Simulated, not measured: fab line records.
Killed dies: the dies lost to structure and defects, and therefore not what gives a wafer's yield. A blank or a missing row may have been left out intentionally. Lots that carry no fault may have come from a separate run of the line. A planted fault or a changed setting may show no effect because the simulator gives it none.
One fault seen from 2 desks :: flow berkeleyCmos170 :: each desk holds nothing but its own numbers, with what lay behind them at the end

## AT THE TOOL OWNER'S DESK: lithoTrack-02
Per lot that ran on this tool, the mean of the sampled wafers carrying a number, from the tool's own readings at UCB170_ACTIVE_SOFTBAKE_09 (time 57.21 s). If a lot's mean is further than 4 standard deviations from the usual mean, the lot is out of limits and carries the mark OUT (the distance appears in the brackets).
Columns: A = heaterPowerTotalW at UCB170_ACTIVE_SOFTBAKE_09, usual 57.56 W; B = plateTempC at UCB170_ACTIVE_SOFTBAKE_09, usual 129.99 C
lot: L977
first seen here: day 4 23:04
A: 57.61
B: 130.05

lot: L981
first seen here: day 5 23:19
A: 57.50
B: 129.83

lot: L984
first seen here: day 6 07:20
A: 57.58
B: 130.05

lot: L991
first seen here: day 7 23:46
A: 57.55
B: 129.89

lot: L993
first seen here: day 8 14:29
A: 55.11 (-51) OUT
B: 125.61 (-37) OUT

lot: L996
first seen here: day 8 18:27
A: 55.13 (-51) OUT
B: 125.74 (-35) OUT
This desk finds L993, L996 out of limits, L993 being first, at day 8 14:29 (heaterPowerTotalW at UCB170_ACTIVE_SOFTBAKE_09). L977, L981, L984, L991: within limits.

## FROM THE METROLOGY DESK
What the gauges read, lot by lot, whatever tool the lot ran on: means of the sampled wafers that have a number. If a lot's mean is further than 4 standard deviations from the usual mean, the lot is out of limits and carries the mark OUT (the distance appears in the brackets).
Columns: A = cdNm at UCB170_ACTIVE_CD_MEAS_13, usual 1200.0 nm; B = PLDD_OVL at UCB170_PLDD_OVL_MEAS_07, usual -1 nm; C = SILICIDE_TI_THK at UCB170_SILICIDE_THK_MEAS_03, usual 31.4 nm
lot: L976
first seen here: day 4 16:10
A: 1201.2
B: -9
C: 31.3

lot: L977
first seen here: day 4 23:37
A: 1197.9
B: -2
C: 31.6

lot: L978
first seen here: day 5 00:00
A: 1199.3
B: 3
C: 32.0

lot: L979
first seen here: day 5 06:16
A: 1200.2
B: 3
C: 31.6

lot: L980
first seen here: day 5 19:17
A: 1201.9
B: 0
C: 31.8

lot: L981
first seen here: day 5 23:58
A: 1198.8
B: 2
C: 31.6

lot: L984
first seen here: day 6 08:06
A: 1198.4
B: -9
C: 30.9

lot: L983
first seen here: day 6 08:50
A: 1200.7
B: -6
C: 31.2

lot: L986
first seen here: day 6 20:08
A: 1201.0
B: 4
C: 31.2

lot: L985
first seen here: day 6 20:14
A: 1199.0
B: -1
C: 31.1

lot: L987
first seen here: day 7 09:53
A: 1200.1
B: 0
C: 32.2

lot: L991
first seen here: day 8 00:26
A: 1200.5
B: -1
C: 31.7

lot: L993
first seen here: day 8 15:11
A: 1211.6 (+8.3) OUT
B: 1
C: 31.0

lot: L996
first seen here: day 8 19:41
A: 1209.3 (+6.6) OUT
B: 9
C: 31.3
This desk finds L993, L996 out of limits, L993 being first, at day 8 15:11 (cdNm at UCB170_ACTIVE_CD_MEAS_13). L976, L977, L978, L979, L980, L981, L984, L983, L986, L985, L987, L991: within limits.

## TAKEN TOGETHER
The tool owner's desk could have raised an alarm at day 8 14:29, on L993, L996.
An alarm was possible from the metrology desk at day 8 15:11, on L993, L996.
The lots listed all ran UCB170_ACTIVE_SOFTBAKE_09 on lithoTrack-02.

## WHAT WAS PUT IN BY THE SIMULATOR
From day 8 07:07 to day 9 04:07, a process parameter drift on lithoTrack-02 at UCB170_ACTIVE_SOFTBAKE_09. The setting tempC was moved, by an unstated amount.
Struck lots among those shown: L993, L996.
Fault start to first reading out of limits, in hours, per desk: tool owner, 7; metrology, 8.
